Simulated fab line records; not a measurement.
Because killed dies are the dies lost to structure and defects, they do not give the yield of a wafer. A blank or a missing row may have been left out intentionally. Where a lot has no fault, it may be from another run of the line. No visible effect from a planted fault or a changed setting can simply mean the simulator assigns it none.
A single fault, viewed from 2 desks | flow rit-cmos | every desk sees just its own numbers, and what lay behind them comes last

## THE TOOL OWNER'S DESK: lpcvd-01
The tool's own readings at RIT_SPACER_CVD_03 (deposits Si3N4 from SiH2Cl2/NH3, target thk 250 nm, time 3300 s): means of the sampled wafers that have a number, for each lot that ran on this tool. The brackets show how far a lot's mean lies from the usual mean; more than 4 standard deviations puts the lot out of limits, marked OUT.
Columns: A = spike-tc-centre-C at RIT_SPACER_CVD_03, usual 812.8 C
lot  | first seen here | A
L115 | day 3 18:28     | 812.8
L117 | day 4 00:16     | 813.6
L118 | day 4 02:47     | 813.4
L119 | day 4 10:52     | 811.5
L127 | day 5 14:28     | 825.4 (+9.7) OUT
L128 | day 5 19:40     | 826.1 (+10) OUT
This desk's verdict: out of limits on L127, L128, starting with L127 at day 5 14:28 (spike-tc-centre-C at RIT_SPACER_CVD_03). In limits: L115, L117, L118, L119.

## FROM THE METROLOGY DESK
Means of the sampled wafers that have a number, per lot and without regard to the tool the lot ran on: this is what the gauges read. The brackets show how far a lot's mean lies from the usual mean; more than 4 standard deviations puts the lot out of limits, marked OUT.
Columns: A = SPACER_NITRIDE_THK at RIT_SPACER_THK_MEAS_04, usual 249.9 nm
lot  | first seen here | A
L114 | day 3 14:20     | 248.1
L116 | day 3 20:08     | 252.3
L115 | day 3 20:24     | 248.4
L117 | day 4 02:11     | 249.1
L118 | day 4 05:40     | 251.4
L119 | day 4 12:49     | 247.7
L124 | day 5 05:26     | 247.0
L127 | day 5 16:22     | 262.5 (+5.3) OUT
L128 | day 5 21:35     | 262.1 (+5.1) OUT
L129 | day 6 02:40     | 248.7
L132 | day 6 17:32     | 250.4
L136 | day 7 17:29     | 249.8
This desk's finding: out of limits on L127, L128; first on L127, day 5 16:22 (SPACER_NITRIDE_THK at RIT_SPACER_THK_MEAS_04). In limits: L114, L116, L115, L117, L118, L119, L124, L129, L132, L136.

## ALL TOGETHER
The tool owner's desk had the chance to raise an alarm at day 5 14:28 on L127, L128.
An alarm was possible from the metrology desk at day 5 16:22, on L127, L128.
On lpcvd-01, each named lot ran RIT_SPACER_CVD_03.

## WHAT THE SIMULATOR HAD INSERTED
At RIT_SPACER_CVD_03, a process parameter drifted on lpcvd-01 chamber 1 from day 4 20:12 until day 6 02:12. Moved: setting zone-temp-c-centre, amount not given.
Struck lots among those shown: L127, L128.
Fault start to first reading out of limits, in hours, per desk: tool owner, 18; metrology, 20.
